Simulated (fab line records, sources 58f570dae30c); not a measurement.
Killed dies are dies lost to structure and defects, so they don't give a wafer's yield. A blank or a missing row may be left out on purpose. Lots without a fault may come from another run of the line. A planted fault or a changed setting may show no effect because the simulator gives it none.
Which tool did it? | flow berkeley_cmos170 | 13 lots, 39 wafers sampled, at 5 steps of a route of 331

WHAT THE GAUGES READ, wafer by wafer
UCB170_PFIELD_OVL_MEAS_06.
lot  | measured    | on         | PFIELD_OVL (nm)
L261 | day 5 02:52 | overlay-01 | 9 3 -4
L262 | day 5 13:20 | overlay-01 | 1 4 1
L264 | day 5 18:05 | overlay-02 | -5 1 -9
L263 | day 5 18:16 | overlay-01 | -10 2 0
L267 | day 6 11:37 | overlay-02 | -4 -4 1
L269 | day 6 21:53 | overlay-01 | -2 -2 -2
L271 | day 7 02:36 | overlay-01 | 0 6 15
L278 | day 8 11:23 | overlay-02 | 13 3 14
L277 | day 8 11:46 | overlay-02 | 0 2 3
L279 | day 8 21:05 | overlay-02 | 1 -13 -2
L281 | day 9 08:23 | overlay-01 | 5 9 10
L282 | day 9 08:55 | overlay-02 | -5 0 -6
L280 | day 9 09:01 | overlay-01 | 6 9 5

UCB170_GATE_CD_MEAS_12: target cd 350 nm.
lot  | measured     | on        | cd_nm (nm)
L261 | day 7 06:53  | cd_sem-01 | 351.6 353.0 350.9
L262 | day 7 19:46  | cd_sem-02 | 350.5 351.4 349.5
L264 | day 7 19:59  | cd_sem-01 | 348.7 349.4 350.4
L263 | day 7 19:38  | cd_sem-01 | 347.5 347.7 347.7
L267 | day 8 17:20  | cd_sem-01 | 347.1 346.8 346.7
L269 | day 9 04:52  | cd_sem-02 | 349.2 350.8 351.1
L271 | day 9 04:52  | cd_sem-01 | 349.6 349.1 349.7
L278 | day 10 12:58 | cd_sem-02 | 348.6 348.9 349.0
L277 | day 10 13:28 | cd_sem-02 | 350.3 350.6 349.8
L279 | day 10 21:16 | cd_sem-01 | 352.4 352.3 353.0
L281 | day 11 11:23 | cd_sem-01 | 350.0 350.8 351.1
L282 | day 11 11:32 | cd_sem-01 | 351.7 351.9 353.1
L280 | day 11 11:16 | cd_sem-01 | 348.8 348.6 349.7

UCB170_PSD_CD_MEAS_06: target cd 1200 nm.
lot  | measured     | on        | cd_nm (nm)
L261 | day 7 20:27  | cd_sem-02 | 1200.2 1200.4 1199.2
L262 | day 8 07:46  | cd_sem-01 | 1200.1 1200.6 1199.0
L264 | day 8 07:40  | cd_sem-01 | 1199.4 1200.8 1199.4
L263 | day 8 07:29  | cd_sem-01 | 1202.6 1202.0 1202.1
L267 | day 9 04:05  | cd_sem-01 | 1201.2 1201.4 1202.1
L269 | day 9 17:26  | cd_sem-02 | 1194.7 1196.2 1195.9
L271 | day 9 17:06  | cd_sem-01 | - - -
L278 | day 11 01:18 | cd_sem-01 | 1199.3 1199.8 1197.9
L277 | day 11 01:39 | cd_sem-01 | 1197.6 1198.7 1197.7
L279 | day 11 07:46 | cd_sem-01 | 1199.0 1198.5 1199.1
L281 | day 11 22:40 | cd_sem-02 | 1201.1 1200.2 1200.2
L282 | day 11 22:43 | cd_sem-01 | 1199.3 1198.1 1199.3
L280 | day 11 22:23 | cd_sem-02 | 1199.3 1197.8 1199.0

UCB170_PSD_TW_MEAS_10.
lot  | measured     | on            | PSD_TW
L261 | day 7 20:52  | film_metro-04 | 2362 2348 2358
L262 | day 8 08:10  | film_metro-04 | 2320 2312 2306
L264 | day 8 08:02  | film_metro-02 | 2344 2343 2344
L263 | day 8 07:53  | film_metro-02 | 2336 2347 2345
L267 | day 9 04:28  | film_metro-02 | 2363 2373 2363
L269 | day 9 17:50  | film_metro-02 | 2360 2365 2364
L271 | day 9 17:30  | film_metro-04 | 30 30 30
L278 | day 11 01:41 | film_metro-03 | 2318 2321 2323
L277 | day 11 02:02 | film_metro-04 | 2292 2298 2286
L279 | day 11 08:10 | film_metro-04 | 2298 2293 2296
L281 | day 11 23:04 | film_metro-03 | 2310 2310 2314
L282 | day 11 23:08 | film_metro-03 | 2313 2325 2322
L280 | day 11 22:48 | film_metro-03 | 2313 2331 2326

WHICH TOOL RAN EACH LOT (tool, then ch and the chambers of the sampled wafers, then the start)
lot  | UCB170_PSD_EXPOSE_03
L261 | krf_scanner-02 ch 0, day 7 19:36
L262 | krf_scanner-02 ch 0, day 8 07:23
L264 | krf_scanner-01 ch 0, day 8 07:10
L263 | krf_scanner-01 ch 0, day 8 07:00
L267 | krf_scanner-01 ch 0, day 9 02:49
L269 | krf_scanner-02 ch 0, day 9 16:57
L271 | krf_scanner-01 ch 0, day 9 16:43
L278 | krf_scanner-01 ch 0, day 11 00:42
L277 | krf_scanner-01 ch 0, day 11 00:55
L279 | krf_scanner-02 ch 0, day 11 07:22
L281 | krf_scanner-01 ch 0, day 11 21:55
L282 | krf_scanner-01 ch 0, day 11 22:08
L280 | krf_scanner-02 ch 0, day 11 21:40
- UCB170_PSD_EXPOSE_03: exposes mask PSELECT MOD, target cd 1200 nm.

WHAT THE TOOLS THEMSELVES READ (means of the sampled wafers that have a number; where no wafer has one, the mark that the record gives instead)
The record holds no such reading with a usual standard deviation.

THE ANSWER, worked out from the rows above alone
Rule: what is usual is taken from the lots themselves. Put in order of their means at a reading, lots are off if they are a third of the lots or fewer, leave a main group of 4 or more, and stand apart from it by a gap of 3 or more times the standard deviation of the main group's means; of several such gaps the widest counts. A main group whose means are all the same, to the digits that the tables above print for the reading, isn't used. A lot without any number at a reading at which 4 lots or more have one is off too. The other lots that the step has rows for count as sound. The gauges are gone through in route order, then the tools' own readings, and for those a lot's mean is taken as printed above. The first step at which some lot is off is used, and at that step the reading that is off furthest; a lot without a number counts as furthest.
Off: L271, at UCB170_PSD_CD_MEAS_06 (cd_nm). Without a number there: L271. The main group: mean 1199.4 nm, standard deviation 1.6.
A tool fits if, at a process step before that reading, it ran every lot that is off, and no sound lot after the first of them. The gauges at UCB170_PSD_CD_MEAS_06 aren't tried: what is off there is off at UCB170_PSD_TW_MEAS_10 too, on other tools, and a gauge's error can't cause that. None of those tried fits.

WHAT THE SIMULATOR HAD PUT IN
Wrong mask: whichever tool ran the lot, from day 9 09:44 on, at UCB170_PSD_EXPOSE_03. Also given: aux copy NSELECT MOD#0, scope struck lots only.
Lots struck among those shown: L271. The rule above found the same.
